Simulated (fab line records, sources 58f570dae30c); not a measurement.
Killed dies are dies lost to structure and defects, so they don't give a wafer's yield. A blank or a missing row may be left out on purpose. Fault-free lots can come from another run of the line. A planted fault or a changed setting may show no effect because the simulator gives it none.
Which tool is to blame? + flow berkeleyCmos170 + 30 wafers from 10 lots sampled at 4 of the route's 331 steps

## WHAT EACH GAUGE READ, for each wafer
UCB170_V2_THK_MEAS_04. Usual: for V2_POLISHED_THK the level is 1000.1 nm and the standard deviation is 1.1.
| lot  | measured     | on           | V2_POLISHED_THK (nm) | flag |
|------|--------------|--------------|----------------------|------|
| L786 | day 9 04:58  | filmMetro-03 | 998.6 1000.8 1000.4  |      |
| L788 | day 9 07:17  | filmMetro-04 | 999.8 999.0 999.7    |      |
| L787 | day 9 09:35  | filmMetro-04 | 999.1 998.4 1000.3   |      |
| L791 | day 9 22:13  | filmMetro-04 | 1000.8 999.6 1000.0  |      |
| L790 | day 9 23:17  | filmMetro-03 | 999.3 999.9 1000.0   |      |
| L789 | day 10 00:55 | filmMetro-04 | 999.3 999.2 998.6    |      |
| L803 | day 12 08:08 | filmMetro-02 | 1002.6 999.7 1000.9  |      |
| L806 | day 12 12:56 | filmMetro-03 | 1001.3 1000.3 1000.4 |      |
| L805 | day 12 15:46 | filmMetro-02 | 1001.3 999.5 1000.6  |      |
| L808 | day 13 03:49 | filmMetro-03 | 1002.4 1002.7 1002.0 |      |

UCB170_M3_BOW_MEAS_20. Usual: for M3_BOW the level is 35 um and the standard deviation is 6.5.
| lot  | measured     | on           | M3_BOW (um) | flag |
|------|--------------|--------------|-------------|------|
| L786 | day 9 11:53  | filmMetro-01 | 32 34 31    |      |
| L788 | day 9 14:47  | filmMetro-02 | 36 40 39    |      |
| L787 | day 9 17:10  | filmMetro-02 | 36 20 35    |      |
| L791 | day 10 03:49 | filmMetro-01 | 30 45 41    |      |
| L790 | day 10 04:10 | filmMetro-03 | 30 36 33    |      |
| L789 | day 10 05:55 | filmMetro-01 | 38 30 35    |      |
| L803 | day 12 13:08 | filmMetro-02 | 27 43 30    |      |
| L806 | day 12 19:11 | filmMetro-02 | 45 37 39    |      |
| L805 | day 12 23:05 | filmMetro-01 | 33 32 30    |      |
| L808 | day 13 08:40 | filmMetro-02 | 34 38 39    |      |

## WHAT TOOL EACH LOT RAN ON (gives the tool, then ch and the chambers of the sampled wafers, and finally the start)
| lot  | UCB170_V1_ETCH_14                 | UCB170_M3_STRIP_07                  |
|------|-----------------------------------|-------------------------------------|
| L786 | rieDiel-04 ch 1,2,3, day 9 00:53  | plasmaAsher-04 ch 0,1, day 9 08:12  |
| L788 | rieDiel-02 ch 0,3, day 9 03:30    | plasmaAsher-03 ch 0,1, day 9 12:11  |
| L787 | rieDiel-03 ch 0,1,2, day 9 04:45  | plasmaAsher-01 ch 0,1, day 9 14:50  |
| L791 | rieDiel-04 ch 1,2,3, day 9 18:25  | plasmaAsher-03 ch 0,1, day 10 01:20 |
| L790 | rieDiel-03 ch 0,1,3, day 9 19:18  | plasmaAsher-03 ch 0,1, day 10 02:14 |
| L789 | rieDiel-04 ch 0,1,2, day 9 20:46  | plasmaAsher-04 ch 0,1, day 10 04:04 |
| L803 | rieDiel-04 ch 0,2,3, day 12 02:53 | plasmaAsher-04 ch 0,1, day 12 11:08 |
| L806 | rieDiel-03 ch 1,2, day 12 08:56   | plasmaAsher-01 ch 0,1, day 12 16:02 |
| L805 | rieDiel-02 ch 1,3, day 12 10:48   | plasmaAsher-01 ch 0,1, day 12 20:48 |
| L808 | rieDiel-03 ch 0,1, day 12 23:59   | plasmaAsher-04 ch 0,1, day 13 06:19 |
- UCB170_V1_ETCH_14: etches SiO2 in CHF3/CF4/Ar, stops on Al, target depth 1250 nm, time 291 s.
- UCB170_M3_STRIP_07: strips in O2.

## AS READ BY THE TOOLS THEMSELVES (means over the sampled wafers that have a number; for cases with no such wafer, the mark the record gives instead)
UCB170_V1_ETCH_14. Usual: drypumpMotorCurrentA 5.5 A, standard deviation 0.53; oesProductAu 0.871 a.u., standard deviation 0.017; throttleValvePct 6.97 %, standard deviation 0.078.
| lot  | tool       | drypumpMotorCurrentA (A) | oesProductAu (a.u.) | throttleValvePct (%) | flag |
|------|------------|--------------------------|---------------------|----------------------|------|
| L786 | rieDiel-04 | 5.2                      | 0.850               | 6.98                 |      |
| L788 | rieDiel-02 | 6.0                      | 0.863               | 6.94                 |      |
| L787 | rieDiel-03 | 6.1                      | 0.885               | 6.92                 |      |
| L791 | rieDiel-04 | 5.2                      | 0.850               | 6.98                 |      |
| L790 | rieDiel-03 | 5.5                      | 0.892               | 7.01                 |      |
| L789 | rieDiel-04 | 5.1                      | 0.852               | 6.94                 |      |
| L803 | rieDiel-04 | 5.1                      | 0.860               | 6.98                 |      |
| L806 | rieDiel-03 | 6.4                      | 0.888               | 6.91                 |      |
| L805 | rieDiel-02 | 5.6                      | 0.864               | 6.92                 |      |
| L808 | rieDiel-03 | 5.8                      | 0.893               | 6.96                 |      |

UCB170_M3_STRIP_07. Usual: drypumpMotorCurrentA 5.8 A, standard deviation 0.43; oesProductAu 0.735 a.u., standard deviation 0.0046; stripTimeToEndpointS 21.98 s, standard deviation 0.058.
| lot  | tool           | drypumpMotorCurrentA (A) | oesProductAu (a.u.) | stripTimeToEndpointS (s) | flag |
|------|----------------|--------------------------|---------------------|--------------------------|------|
| L786 | plasmaAsher-04 | 5.4                      | 0.738               | 21.94                    |      |
| L788 | plasmaAsher-03 | 6.1                      | 0.735               | 21.98                    |      |
| L787 | plasmaAsher-01 | 5.9                      | 0.736               | 21.93                    |      |
| L791 | plasmaAsher-03 | 5.9                      | 0.737               | 21.97                    |      |
| L790 | plasmaAsher-03 | 5.9                      | 0.737               | 21.89                    |      |
| L789 | plasmaAsher-04 | 5.3                      | 0.734               | 21.94                    |      |
| L803 | plasmaAsher-04 | 5.4                      | 0.736               | 21.95                    |      |
| L806 | plasmaAsher-01 | 6.1                      | 0.732               | 22.04                    |      |
| L805 | plasmaAsher-01 | 5.9                      | 0.735               | 22.00                    |      |
| L808 | plasmaAsher-04 | 5.4                      | 0.735               | 22.04                    |      |

## THE ANSWER, worked out from the rows above alone
Rule: lot off if the mean of its wafers having a number is beyond 3 standard deviations from the usual mean. A lot without any number at a reading at which 4 lots or more have one is off too. Where the step has rows for the other lots, those lots are counted as sound. The gauges are gone through in route order, then the tools' own readings, and for those a lot's mean is taken as printed above. The first step at which some lot is off is used, and at that step the reading that is off furthest; a lot without a number counts as furthest.
No lot is off on any of the readings shown, so nothing can be concluded from this.

## WHAT THE SIMULATOR HAD PUT IN
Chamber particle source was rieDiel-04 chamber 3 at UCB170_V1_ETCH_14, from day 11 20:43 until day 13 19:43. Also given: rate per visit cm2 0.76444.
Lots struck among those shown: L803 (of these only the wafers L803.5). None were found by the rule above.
